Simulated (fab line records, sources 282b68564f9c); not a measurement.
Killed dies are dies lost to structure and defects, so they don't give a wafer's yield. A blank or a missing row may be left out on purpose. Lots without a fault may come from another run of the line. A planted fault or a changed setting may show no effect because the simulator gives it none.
One fault seen from 2 desks | flow rit_cmos | each desk has only its own numbers; what lay behind them comes last

THE METROLOGY DESK
What the gauges read, lot by lot, whatever tool the lot ran on: means of the sampled wafers that have a number. A lot is out of limits, marked OUT, if its mean lies more than 4 standard deviations from the usual mean; the brackets give that distance.
Columns: A = ACTIVE_NITRIDE_THK at RIT_ACTIVE_THK_MEAS_04, usual 150.0 nm
lot  | first seen here | A
L448 | day 1 18:32     | 150.6
L449 | day 1 23:33     | 150.2
L450 | day 2 04:32     | 149.1
L451 | day 2 11:34     | 151.4
L452 | day 2 16:08     | 149.8
L453 | day 2 19:33     | 149.0
L455 | day 3 05:32     | 150.5
L457 | day 3 15:37     | 184.7 (+25) OUT
L461 | day 4 12:15     | 188.4 (+27) OUT
L463 | day 4 23:09     | 149.8
L467 | day 5 17:46     | 147.7
L468 | day 5 22:32     | 149.8
L469 | day 6 04:19     | 150.2
L470 | day 6 09:26     | 149.1
This desk's finding: out of limits on L457, L461; first on L457, day 3 15:37 (ACTIVE_NITRIDE_THK at RIT_ACTIVE_THK_MEAS_04). In limits: L448, L449, L450, L451, L452, L453, L455, L463, L467, L468, L469, L470.

THE TOOL OWNER'S DESK: lpcvd-02
The tool's own readings at RIT_ACTIVE_CVD_03 (deposits Si3N4 from SiH2Cl2/NH3, target thk 150 nm, time 1500 s): means of the sampled wafers that have a number, for each lot that ran on this tool. A lot is out of limits, marked OUT, if its mean lies more than 4 standard deviations from the usual mean; the brackets give that distance.
Columns: A = spike_tc_centre_C at RIT_ACTIVE_CVD_03, usual 812.9 C; B = spike_tc_load_C at RIT_ACTIVE_CVD_03, usual 831 C
lot  | first seen here | A                | B
L448 | day 1 17:07     | 813.8            | 834
L453 | day 2 18:07     | 815.1            | 833
L455 | day 3 04:07     | 813.7            | 840
L457 | day 3 14:12     | 825.1 (+8.1) OUT | 851
L461 | day 4 10:07     | 826.2 (+8.9) OUT | 845
This desk's finding: out of limits on L457, L461; first on L457, day 3 14:12 (spike_tc_centre_C at RIT_ACTIVE_CVD_03). In limits: L448, L453, L455.

PUT TOGETHER
The tool owner's desk could have raised an alarm at day 3 14:12, on L457, L461.
The metrology desk could have raised an alarm at day 3 15:37, on L457, L461.
Of the lots named, all ran RIT_ACTIVE_CVD_03 on lpcvd-02.

WHAT THE SIMULATOR HAD PUT IN
Process parameter drift: lpcvd-02, from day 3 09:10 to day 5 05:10, at RIT_ACTIVE_CVD_03. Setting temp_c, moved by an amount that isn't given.
Lots struck among those shown: L457, L461.
Hours from the fault's start to each desk's first reading out of limits: the tool owner's desk, 5; the metrology desk, 6.
